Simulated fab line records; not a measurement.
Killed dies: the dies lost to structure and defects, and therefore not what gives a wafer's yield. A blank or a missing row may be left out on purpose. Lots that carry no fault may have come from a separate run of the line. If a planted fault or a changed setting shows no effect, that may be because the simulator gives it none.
fab line records | flow rit-cmos
record lots=7 wafers=21 last-day=7
route steps=202 shown NSD@135 PSD@142 SDANNEAL@153
lots untouched by any fault: they come from a run of this same line in which no faults occurred
start-h: hours from the record's first day to the start of the lot's first wafer shown | wait-h: hours since the lot's step before | " the same as in the row above | L1.1+2: a single row standing in for several wafers | - no value present, or no start provided | * or withheld: withheld | < > ~ a bound
route shown NAME@n: names a module that has steps shown in the file, with the first one's number in the route | usual: average and standard deviation across the fault-free wafers | same: alike in all rows | chamber/n: place in a boat | sites: each site's reading | _std_site: standard deviation across them | _edge_site: mean of outer sites minus mean of inner sites | radius-mm: for every site, how far away it sits from the centre of the wafer | mask NAME#n: copy n | behind: the tool/chamber that last shaped the wafer | hold: why the lot went on hold/how many hours it stayed there/how the hold came to an end | device: whichever transistor did not switch (one of n, p or np) | end of line: the tests these same wafers got at the end of their route | a step given without rows: its recipe and nothing more | killed: count of dies lost to structure and defects at first sort (not the wafer's yield) | map: the dies of a wafer, with x for killed, . for not killed, _ for no die there
set.NAME: setting as actually run; set.NAME@STEP: the setting as run at that earlier step | model.NAME: the simulator's own value behind a step, which no gauge read
lots seen at some steps along the route; tables by step, rows by wafer
services: the hour from which a tool's chamber was out of use, counted from the record's first day as start-h (under 0 if before that day), plus the number of hours and why
## steps
# step RIT_NSD_PEB_04
# recipe resist=NOVOLAK temp-c=withheld time-s=withheld
# step RIT_NSD_DEVELOP_05
# recipe resist=NOVOLAK develop-time-s=50 dev-temp-c=23
# step RIT_NSD_OVL_MEAS_06
# usual NSD_OVL=-0.7/1.3
# columns lot.wafer tool chamber start-h wait-h NSD_OVL[nm]
L816.4 overlay-02 - 57.23 - -1.5
L816.5 " - " " -1.3
L816.6 " - " " -0.6
L819.1 overlay-01 - 68.35 - 1.0
L819.2 " - " " 0.9
L819.6 " - " " 0.7
L820.1 overlay-02 - 73.98 - 1.0
L820.2 " - " " -0.9
L820.3 " - " " 1.7
L821.1 overlay-01 - 77.73 - -0.5
L821.4 " - " " -1.3
L821.5 " - " " -1.5
L830.1 overlay-01 - 122.27 - -1.5
L830.2 " - " " -1.2
L830.5 " - " " -0.1
L837.2 overlay-02 - 156.68 - -0.9
L837.4 " - " " -2.1
L837.6 " - " " 0.4
L838.3 overlay-01 - 162.36 - -0.1
L838.5 " - " " -0.1
L838.6 " - " " -1.3
# step RIT_NSD_HARDBAKE_07
# recipe resist=NOVOLAK temp-c=140 time-s=60
# step RIT_NSD_IMPLANT_08
# recipe species=P energy-kev=25 dose-cm2=1e+15 tilt-deg=7
# step RIT_NSD_STRIP_09
# recipe chemistry=O2 time-s=180 resist=NOVOLAK platen-temp-c=withheld power-w=500 pressure-mtorr=4000 o2-flow-sccm=4000
# usual drypump-motor-current-A=5.8/0.31
# columns lot.wafer tool chamber start-h wait-h drypump-motor-current-A rf-hours-counter-h
L816.4 plasma-asher-01 1 57.61 0.1 5.5 -
L816.5 " 1 " " 5.5 -
L816.6 " 0 " " 5.4 -
L819.1 plasma-asher-01 1 68.69 0.1 5.5 43
L819.2 " 0 " " 5.5 43
L819.6 " 0 " " 5.5 -
L820.1 plasma-asher-03 1 74.31 0.1 5.6 28
L820.2 " 0 " " 5.7 28
L820.3 " 1 " " 5.6 -
L821.1 plasma-asher-02 0 78.07 0.1 6.4 41
L821.4 " 0 " " 6.4 -
L821.5 " 0 " " 6.4 -
L830.1 plasma-asher-01 1 122.61 0.1 5.5 48
L830.2 " 0 " " 5.5 48
L830.5 " 1 " " 5.5 -
L837.2 plasma-asher-03 0 157.01 0.1 5.7 38
L837.4 " 0 " " 5.7 -
L837.6 " 1 " " 5.6 -
L838.3 plasma-asher-01 1 162.74 0.1 5.5 -
L838.5 " 1 " " 5.5 -
L838.6 " 0 " " 5.4 -
# step RIT_NSD_TW_MEAS_10
# usual NSD_TW=3128/29
# columns lot.wafer tool chamber start-h wait-h NSD_TW
L816.4 film-metro-01 - 57.75 0.1 3084
L816.5 " - " " 3107
L816.6 " - " " 3098
L819.1 film-metro-02 - 68.86 0.1 3133
L819.2 " - " " 3139
L819.6 " - " " 3156
L820.1 film-metro-02 - 74.49 0.1 3147
L820.2 " - " " 3133
L820.3 " - " " 3157
L821.1 film-metro-01 - 78.24 0.1 3080
L821.4 " - " " 3122
L821.5 " - " " 3093
L830.1 film-metro-03 - 122.78 0.1 3125
L830.2 " - " " 3127
L830.5 " - " " 3127
L837.2 film-metro-02 - 157.20 0.1 3143
L837.4 " - " " 3156
L837.6 " - " " 3163
L838.3 film-metro-01 - 162.87 0.1 3078
L838.5 " - " " 3069
L838.6 " - " " 3086
# step RIT_PSD_HMDS_00
# recipe prime-time-s=60 prime-temp-c=140
# step RIT_PSD_COAT_01
# recipe resist=NOVOLAK spin-rpm=3250 resist-thk-nm=1000
# step RIT_PSD_SOFTBAKE_02
# recipe resist=NOVOLAK temp-c=90 time-s=60
# step RIT_PSD_EXPOSE_03
# recipe mask-id=M10 na=0.57 target-cd-nm=40900 dose-mj=250
# step RIT_PSD_PEB_04
# recipe resist=NOVOLAK temp-c=withheld time-s=withheld
# step RIT_PSD_DEVELOP_05
# recipe resist=NOVOLAK develop-time-s=50 dev-temp-c=23
# columns lot.wafer tool chamber start-h wait-h
L816.4+5+6 litho-track-04 0 58 -
L819.1+2+6 litho-track-04 0 69 -
L820.1+2+3 litho-track-04 0 75 -
L821.1+4+5 litho-track-04 0 79 -
L830.1+2+5 litho-track-03 0 123 -
L837.2+4+6 litho-track-04 0 158 -
L838.3+5+6 litho-track-01 0 163 -
# step RIT_PSD_OVL_MEAS_06
# usual PSD_OVL=0.7/1.4
# columns lot.wafer tool chamber start-h wait-h PSD_OVL[nm]
L816.4 overlay-02 - 58.65 - 1.2
L816.5 " - " " 1.1
L816.6 " - " " 0.9
L819.1 overlay-02 - 69.90 - 3.0
L819.2 " - " " -0.8
L819.6 " - " " 0.2
L820.1 overlay-02 - 75.52 - -1.5
L820.2 " - " " -0.8
L820.3 " - " " 0.2
L821.1 overlay-02 - 79.28 - 1.1
L821.4 " - " " 0.9
L821.5 " - " " -0.1
L830.1 overlay-01 - 123.69 - 0.5
L830.2 " - " " 0.1
L830.5 " - " " -1.4
L837.2 overlay-01 - 158.16 - 1.9
L837.4 " - " " 1.3
L837.6 " - " " -0.3
L838.3 overlay-02 - 163.78 - -1.6
L838.5 " - " " 2.1
L838.6 " - " " -1.7
# step RIT_PSD_HARDBAKE_07
# recipe resist=NOVOLAK temp-c=140 time-s=60
# step RIT_PSD_IMPLANT_08
# recipe species=BF2 energy-kev=27 dose-cm2=5e+15 tilt-deg=7
# step RIT_PSD_STRIP_09
# recipe chemistry=O2 time-s=180 resist=NOVOLAK platen-temp-c=withheld power-w=500 pressure-mtorr=4000 o2-flow-sccm=4000
# usual drypump-motor-current-A=5.7/0.35
# columns lot.wafer tool chamber start-h wait-h drypump-motor-current-A rf-hours-counter-h
L816.4 plasma-asher-04 1 59.03 0.1 6.2 -
L816.5 " 1 " " 6.1 -
L816.6 " 0 " " 6.5 -
L819.1 plasma-asher-03 1 70.35 0.1 5.6 27
L819.2 " 0 " " 5.7 27
L819.6 " 0 " " 5.7 -
L820.1 plasma-asher-01 0 75.86 0.1 5.5 44
L820.2 " 1 " " 5.5 44
L820.3 " 1 " " 5.5 -
L821.1 plasma-asher-01 1 79.61 0.1 5.5 44
L821.4 " 0 " " 5.4 -
L821.5 " 1 " " 5.5 -
L830.1 plasma-asher-01 0 124.03 0.1 5.4 48
L830.2 " 1 " " 5.5 48
L830.5 " 1 " " 5.5 -
L837.2 plasma-asher-04 0 158.49 0.1 6.6 5
L837.4 " 0 " " 6.6 -
L837.6 " 1 " " 6.1 -
L838.3 plasma-asher-01 1 164.16 0.1 5.5 -
L838.5 " 1 " " 5.5 -
L838.6 " 0 " " 5.5 -
# step RIT_PSD_TW_MEAS_10
# usual PSD_TW=3427/30
# columns lot.wafer tool chamber start-h wait-h PSD_TW
L816.4 film-metro-01 - 59.17 0.1 3424
L816.5 " - " " 3406
L816.6 " - " " 3412
L819.1 film-metro-01 - 70.52 0.1 30
L819.2 " - " " 30
L819.6 " - " " 30
L820.1 film-metro-02 - 76.03 0.1 30
L820.2 " - " " 30
L820.3 " - " " 30
L821.1 film-metro-03 - 79.79 0.1 30
L821.4 " - " " 30
L821.5 " - " " 30
L830.1 film-metro-01 - 124.21 0.1 3421
L830.2 " - " " 3401
L830.5 " - " " 3402
L837.2 film-metro-02 - 158.67 0.1 3462
L837.4 " - " " 3477
L837.6 " - " " 3467
L838.3 film-metro-03 - 164.30 0.1 3427
L838.5 " - " " 3418
L838.6 " - " " 3419
# step RIT_SDANNEAL_CLEAN_00
# recipe chemistry=SC1 mix=3:3:50 time-s=600 temp-c=75
## services
# columns tool chamber start-h hours kind
plasma-asher-01 - 106.44 15.6 pm
plasma-asher-04 - 108.75 9.0 pm
plasma-asher-04 0 108.75 9.0 vent-cycle
plasma-asher-04 1 108.75 9.0 vent-cycle
plasma-asher-04 0 117.75 - clean
plasma-asher-04 1 117.75 - clean
plasma-asher-01 - 131.99 10.1 repair
## key
first-sign step=RIT_PSD_TW_MEAS_10 reading=PSD_TW direction=down sigmas=99+ usual=3427 struck=30
effect none on later readings
met-at RIT_PSD_DEVELOP_05
struck-wafers L819.1,L819.2,L819.6,L820.1,L820.2,L820.3,L821.1,L821.4,L821.5
sort-left-out L819.1,L819.2,L819.6,L820.1,L820.2,L820.3,L821.1,L821.4,L821.5
tester-left-out L819,L820,L821
onset-between 58 69
fault kind=process-parameter-drift tool=litho-track-04 chamber=- onset-h=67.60 steps=RIT_PSD_DEVELOP_05 channel=develop-time-s offset=* shape=step end-h=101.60 acts-in=* stated=*
# tester-left-out: of these lots the tester's yield and bins aren't shown, on N5 and GAA mostly nor the transistor test; their killed dies are dies lost to structure and defects alone, not to doping, threshold or leakage, so they don't give the yield
# sort-left-out: the simulated sort isn't trusted on such a fault, so these wafers' sort isn't shown, and their yield isn't known
